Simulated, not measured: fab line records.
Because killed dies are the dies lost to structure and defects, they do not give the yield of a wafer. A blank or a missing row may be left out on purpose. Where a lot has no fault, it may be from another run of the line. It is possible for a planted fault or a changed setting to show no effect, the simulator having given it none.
Split-lot study :: flow berkeley-cmos170 :: 5 lots, 23 wafers read, on a route of 331 steps

THE SPLIT
At UCB170_CONTACT_CVD_01 (deposits PSG from SiH4/O2/PH3, target thk 700 nm, time 2820 s), the setting ph3-flow-sccm was moved away from the recipe's 25 sccm on 20 of the 23 wafers read, by -4.8% to +11.6%. All remaining wafers had this setting at the recipe value.

The reading comes from the split's own step.

THE READING
PSG_of_CONTACT_CVD_01.thk-nm (the simulator's own value, which no gauge read), in nm, at UCB170_CONTACT_CVD_01 (deposits PSG from SiH4/O2/PH3, target thk 700 nm, time 2820 s). No usual value for it is given in the file. Average 700.7 nm, standard deviation 2.2 nm, over the 3 wafers here run with the recipe.

wafer: L077.1
tool, chamber at the split: -, -
ph3-flow-sccm as run, sccm: 26.93
against the recipe: +7.7%
PSG_of_CONTACT_CVD_01.thk-nm, nm: 707.2
against lot-mates on the recipe: no lot-mate on the recipe

wafer: L077.2
tool, chamber at the split: -, -
ph3-flow-sccm as run, sccm: 26.93
against the recipe: +7.7%
PSG_of_CONTACT_CVD_01.thk-nm, nm: 713.3
against lot-mates on the recipe: no lot-mate on the recipe

wafer: L077.3
tool, chamber at the split: -, -
ph3-flow-sccm as run, sccm: 26.93
against the recipe: +7.7%
PSG_of_CONTACT_CVD_01.thk-nm, nm: 713
against lot-mates on the recipe: no lot-mate on the recipe

wafer: L077.4
tool, chamber at the split: -, -
ph3-flow-sccm as run, sccm: 26.93
against the recipe: +7.7%
PSG_of_CONTACT_CVD_01.thk-nm, nm: 710.5
against lot-mates on the recipe: no lot-mate on the recipe

wafer: L077.5
tool, chamber at the split: -, -
ph3-flow-sccm as run, sccm: 26.93
against the recipe: +7.7%
PSG_of_CONTACT_CVD_01.thk-nm, nm: 714.7
against lot-mates on the recipe: no lot-mate on the recipe

wafer: L078.1
tool, chamber at the split: -, -
ph3-flow-sccm as run, sccm: 27.9
against the recipe: +11.6%
PSG_of_CONTACT_CVD_01.thk-nm, nm: 716.4
against lot-mates on the recipe: no lot-mate on the recipe

wafer: L078.2
tool, chamber at the split: -, -
ph3-flow-sccm as run, sccm: 27.9
against the recipe: +11.6%
PSG_of_CONTACT_CVD_01.thk-nm, nm: 718.6
against lot-mates on the recipe: no lot-mate on the recipe

wafer: L078.4
tool, chamber at the split: -, -
ph3-flow-sccm as run, sccm: 27.9
against the recipe: +11.6%
PSG_of_CONTACT_CVD_01.thk-nm, nm: 710
against lot-mates on the recipe: no lot-mate on the recipe

wafer: L078.5
tool, chamber at the split: -, -
ph3-flow-sccm as run, sccm: 27.9
against the recipe: +11.6%
PSG_of_CONTACT_CVD_01.thk-nm, nm: 718.7
against lot-mates on the recipe: no lot-mate on the recipe

wafer: L078.6
tool, chamber at the split: -, -
ph3-flow-sccm as run, sccm: 27.9
against the recipe: +11.6%
PSG_of_CONTACT_CVD_01.thk-nm, nm: 717.3
against lot-mates on the recipe: no lot-mate on the recipe

wafer: L080.1
tool, chamber at the split: lpcvd-02, 0
ph3-flow-sccm as run, sccm: 25
against the recipe: recipe
PSG_of_CONTACT_CVD_01.thk-nm, nm: 701.8
against lot-mates on the recipe: -

wafer: L080.3
tool, chamber at the split: lpcvd-02, 0
ph3-flow-sccm as run, sccm: 25
against the recipe: recipe
PSG_of_CONTACT_CVD_01.thk-nm, nm: 702.7
against lot-mates on the recipe: -

wafer: L080.5
tool, chamber at the split: lpcvd-02, 0
ph3-flow-sccm as run, sccm: 25
against the recipe: recipe
PSG_of_CONTACT_CVD_01.thk-nm, nm: 697.7
against lot-mates on the recipe: -

wafer: L085.1
tool, chamber at the split: -, -
ph3-flow-sccm as run, sccm: 26.83
against the recipe: +7.3%
PSG_of_CONTACT_CVD_01.thk-nm, nm: 708.7
against lot-mates on the recipe: no lot-mate on the recipe

wafer: L085.2
tool, chamber at the split: -, -
ph3-flow-sccm as run, sccm: 26.83
against the recipe: +7.3%
PSG_of_CONTACT_CVD_01.thk-nm, nm: 707
against lot-mates on the recipe: no lot-mate on the recipe

wafer: L085.3
tool, chamber at the split: -, -
ph3-flow-sccm as run, sccm: 26.83
against the recipe: +7.3%
PSG_of_CONTACT_CVD_01.thk-nm, nm: 716.5
against lot-mates on the recipe: no lot-mate on the recipe

wafer: L085.5
tool, chamber at the split: -, -
ph3-flow-sccm as run, sccm: 26.83
against the recipe: +7.3%
PSG_of_CONTACT_CVD_01.thk-nm, nm: 718.8
against lot-mates on the recipe: no lot-mate on the recipe

wafer: L085.6
tool, chamber at the split: -, -
ph3-flow-sccm as run, sccm: 26.83
against the recipe: +7.3%
PSG_of_CONTACT_CVD_01.thk-nm, nm: 715.9
against lot-mates on the recipe: no lot-mate on the recipe

wafer: L084.1
tool, chamber at the split: -, -
ph3-flow-sccm as run, sccm: 23.79
against the recipe: -4.8%
PSG_of_CONTACT_CVD_01.thk-nm, nm: 693.5
against lot-mates on the recipe: no lot-mate on the recipe

wafer: L084.3
tool, chamber at the split: -, -
ph3-flow-sccm as run, sccm: 23.79
against the recipe: -4.8%
PSG_of_CONTACT_CVD_01.thk-nm, nm: 691.4
against lot-mates on the recipe: no lot-mate on the recipe

wafer: L084.4
tool, chamber at the split: -, -
ph3-flow-sccm as run, sccm: 23.79
against the recipe: -4.8%
PSG_of_CONTACT_CVD_01.thk-nm, nm: 694.9
against lot-mates on the recipe: no lot-mate on the recipe

wafer: L084.5
tool, chamber at the split: -, -
ph3-flow-sccm as run, sccm: 23.79
against the recipe: -4.8%
PSG_of_CONTACT_CVD_01.thk-nm, nm: 699.3
against lot-mates on the recipe: no lot-mate on the recipe

wafer: L084.6
tool, chamber at the split: -, -
ph3-flow-sccm as run, sccm: 23.79
against the recipe: -4.8%
PSG_of_CONTACT_CVD_01.thk-nm, nm: 693.9
against lot-mates on the recipe: no lot-mate on the recipe

FIT RESULTS
A straight line over all 23 wafers: PSG_of_CONTACT_CVD_01.thk-nm changes by +1.37 nm for each +1% of ph3-flow-sccm; r = +0.92; the points scatter about the line by 3.6 nm.
Too few moved wafers have a lot-mate on the recipe to fit a line with each lot's own level taken away.

THE FILE'S OWN FIT
PSG_of_CONTACT_CVD_01.thk-nm changes by +1.37 nm for each +1% of ph3-flow-sccm, r = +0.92.
